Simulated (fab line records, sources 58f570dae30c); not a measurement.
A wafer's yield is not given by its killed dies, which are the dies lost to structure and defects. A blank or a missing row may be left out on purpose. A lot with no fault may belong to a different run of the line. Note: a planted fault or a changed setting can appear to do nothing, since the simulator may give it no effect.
Matching of chambers    flow berkeleyCmos170    4 sister chambers for UCB170_M1_ETCH_11 on rieDiel-04
The step etches BARC in N2/H2. 4 wafers are shown with their chamber, then 7 later ones without.

## WAFERS PAIRED WITH THEIR CHAMBERS
wafer   chamber  drypumpMotorCurrentA (A)
L625.2  2        5.4
L625.5  0        5.7
L635.2  1        6.4
L635.3  3        5.8

## WAFERS WHOSE CHAMBER IS MISSING
wafer   drypumpMotorCurrentA (A)
L635.4  5.7
L638.1  5.7
L638.2  5.7
L638.4  5.4
L639.1  6.3
L639.2  5.4
L639.5  6.4

## WHICH CHAMBER EACH WENT THROUGH
wafer    from the rows above   in truth
L635.4   0                     0
L638.1   0                     0
L638.2   0                     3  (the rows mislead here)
L638.4   2                     2
L639.1   1                     1
L639.2   2                     2
L639.5   1                     1
Correctly placed: 6 of 7. Number that these rows cannot place: 0. 1 placed wrongly.
How it was worked out, from the rows above alone: a wafer's distance from a chamber is the root of the sum, over the readings, of the square of ((its reading less the chamber's mean) divided by the reading's scatter). If the next closest chamber is less than 2 further off than the closest, the wafer can't be placed; otherwise it belongs to the closest. A chamber's mean is the mean of its shown wafers. The scatter: with one shown wafer a chamber, the root of the mean of the squares of how far each hidden wafer lies from its nearest shown one.
